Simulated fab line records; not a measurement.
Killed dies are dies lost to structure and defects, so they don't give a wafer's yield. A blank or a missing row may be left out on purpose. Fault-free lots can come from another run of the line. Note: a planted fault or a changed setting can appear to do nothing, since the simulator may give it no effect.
Which tool did it?	flow berkeley-cmos170	7 lots (21 wafers sampled), 1 step of a 331-step route

== WHAT EACH GAUGE READ, for each wafer ==
UCB170_NWELL_THK_MEAS_02.
lot	measured	on	NWELL_OXIDE_THK (nm)
L890	day 2 11:59	film-metro-02	26.1 26.3 25.8
L898	day 4 01:15	film-metro-01	26.2 26.3 26.4
L903	day 4 21:13	film-metro-01	26.2 26.8 26.8
L905	day 5 09:23	film-metro-04	26.9 26.7 26.6
L907	day 5 19:42	film-metro-01	26.2 26.3 26.1
L909	day 6 06:16	film-metro-04	26.7 26.6 26.7
L911	day 6 14:32	film-metro-02	26.3 25.8 26.1

== EACH LOT AND THE TOOL THAT RAN IT (in order: tool; ch and the chambers of the sampled wafers; start) ==
The record holds no process step before these readings.

== THE ANSWER, worked out from the rows above alone ==
Rule: what is usual is taken from the lots themselves. Put in order of their means at a reading, lots are off if they are a third of the lots or fewer, leave a main group of 4 or more, and stand apart from it by a gap of 3 or more times the standard deviation of the main group's means; of several such gaps the widest counts. A main group whose means are all the same, to the digits that the tables above print for the reading, isn't used. A lot without any number at a reading at which 4 lots or more have one is off too. All remaining lots with rows at the step are treated as sound.
None of the lots is off at any reading shown; this tells nothing.

== WHAT THE SIMULATOR PUT IN ==
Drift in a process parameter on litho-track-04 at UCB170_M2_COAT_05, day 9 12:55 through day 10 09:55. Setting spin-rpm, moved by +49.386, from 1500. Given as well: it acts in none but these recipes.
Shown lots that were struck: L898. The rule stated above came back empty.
